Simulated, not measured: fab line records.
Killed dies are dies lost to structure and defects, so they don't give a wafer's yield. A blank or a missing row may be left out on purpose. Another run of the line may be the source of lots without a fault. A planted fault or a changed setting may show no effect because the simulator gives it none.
Which tool was responsible? :: flow ritCmos :: 21 wafers from 7 lots sampled at 2 of the route's 202 steps

## WHAT EACH GAUGE READ, for each wafer
RIT_PSD_TW_MEAS_10.
lot: L580
measured: day 3 12:38
on: filmMetro-04
PSD_TW: 3445 3437 3434

lot: L584
measured: day 4 10:49
on: filmMetro-04
PSD_TW: 3435 3418 3413

lot: L586
measured: day 4 21:11
on: filmMetro-04
PSD_TW: 3414 3418 3411

lot: L590
measured: day 5 19:40
on: filmMetro-02
PSD_TW: 30 30 30

lot: L596
measured: day 7 01:19
on: filmMetro-04
PSD_TW: 3436 3418 3420

lot: L598
measured: day 7 14:55
on: filmMetro-01
PSD_TW: 3403 3418 3405

lot: L600
measured: day 8 00:45
on: filmMetro-01
PSD_TW: 3387 3384 3396

## TOOL THAT RAN EACH LOT (tool first, then ch and the chambers of the sampled wafers, then the start)
lot: L580
RIT_NSD_STRIP_09: plasmaAsher-03 ch 0,1, day 3 11:02

lot: L584
RIT_NSD_STRIP_09: plasmaAsher-02 ch 1, day 4 09:13

lot: L586
RIT_NSD_STRIP_09: plasmaAsher-02 ch 0,1, day 4 19:28

lot: L590
RIT_NSD_STRIP_09: plasmaAsher-04 ch 0,1, day 5 18:04

lot: L596
RIT_NSD_STRIP_09: plasmaAsher-02 ch 0,1, day 6 23:35

lot: L598
RIT_NSD_STRIP_09: plasmaAsher-03 ch 0,1, day 7 13:13

lot: L600
RIT_NSD_STRIP_09: plasmaAsher-02 ch 0,1, day 7 23:02
- RIT_NSD_STRIP_09: strips in O2, time 180 s.

## THE ANSWER, worked out from the rows above alone
Rule: usual is defined by the lots themselves. Put in order of their means at a reading, lots are off if they are a third of the lots or fewer, leave a main group of 4 or more, and stand apart from it by a gap of 3 or more times the standard deviation of the main group's means; of several such gaps the widest counts. A main group is skipped when, at the precision printed for the reading in the tables above, its means are all equal. A lot without any number at a reading at which 4 lots or more have one is off too. Any other lot the step has rows for is counted as sound.
Off: L590, seen at RIT_PSD_TW_MEAS_10 (PSD_TW). For the main group the mean is 3416 and the standard deviation 15.
If a tool, at a process step before that reading, ran all the lots that are off and no sound lot after the first of them, it fits. The gauges at RIT_PSD_TW_MEAS_10 are tried like those tools. This does not decide it: 2 tools fit, namely plasmaAsher-04 at RIT_NSD_STRIP_09 and filmMetro-02 at RIT_PSD_TW_MEAS_10.

## WHAT WAS PUT IN BY THE SIMULATOR
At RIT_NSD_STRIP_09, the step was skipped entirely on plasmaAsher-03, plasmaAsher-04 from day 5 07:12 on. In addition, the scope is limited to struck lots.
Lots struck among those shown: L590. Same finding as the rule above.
